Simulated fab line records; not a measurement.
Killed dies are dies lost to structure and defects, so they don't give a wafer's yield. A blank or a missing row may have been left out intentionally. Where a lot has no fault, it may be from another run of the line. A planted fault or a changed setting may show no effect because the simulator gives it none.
Which tool is to blame? -- flow berkeley-cmos170 -- Sampling: 6 lots, 18 wafers, 2 of 331 route steps

## WHAT THE GAUGES READ, wafer by wafer
UCB170_NLDD_CD_MEAS_06: target cd 1200 nm.
lot,measured,on,cd-nm (nm)
L242,day 6 23:18,cd-sem-02,1200.3 1201.2 1199.0
L243,day 7 12:48,cd-sem-02,1201.0 1201.9 1200.1
L248,day 8 14:14,cd-sem-01,- - -
L255,day 9 17:32,cd-sem-01,1200.9 1201.4 1199.5
L256,day 9 22:25,cd-sem-02,1197.9 1199.2 1200.0
L259,day 10 15:41,cd-sem-01,1201.6 1201.9 1202.7

## TOOL THAT RAN EACH LOT (tool first, then ch and the chambers of the sampled wafers, then the start)
lot,UCB170_NLDD_EXPOSE_03
L242,"krf-scanner-02 ch 0, day 6 22:36"
L243,"krf-scanner-02 ch 0, day 7 12:15"
L248,"krf-scanner-02 ch 0, day 8 13:50"
L255,"krf-scanner-02 ch 0, day 9 16:57"
L256,"krf-scanner-02 ch 0, day 9 21:50"
L259,"krf-scanner-01 ch 0, day 10 15:17"
- UCB170_NLDD_EXPOSE_03: exposes mask NSELECT, target cd 1200 nm.

## THE ANSWER, worked out from the rows above alone
Rule: the usual values come from the lots themselves. The widest of any qualifying gaps counts: lots, ordered by their means at a reading, are off when they make up no more than a third of the lots, leave a main group of 4 or more, and stand apart from it by 3 or more times the standard deviation of that group's means. The tables above print the reading to a certain number of digits; a main group whose means all agree to those digits is not used. A lot without any number at a reading at which 4 lots or more have one is off too. The other lots that the step has rows for count as sound.
Off: L248, at UCB170_NLDD_CD_MEAS_06 (cd-nm). Without a number there: L248. For the main group the mean is 1200.6 nm and the standard deviation 0.99.
If a tool, at a process step before that reading, ran all the lots that are off and no sound lot after the first of them, it fits. Those tools and the gauges at UCB170_NLDD_CD_MEAS_06 are tried in the same way. None of those tried fits.

## WHAT THE SIMULATOR HAD PUT IN
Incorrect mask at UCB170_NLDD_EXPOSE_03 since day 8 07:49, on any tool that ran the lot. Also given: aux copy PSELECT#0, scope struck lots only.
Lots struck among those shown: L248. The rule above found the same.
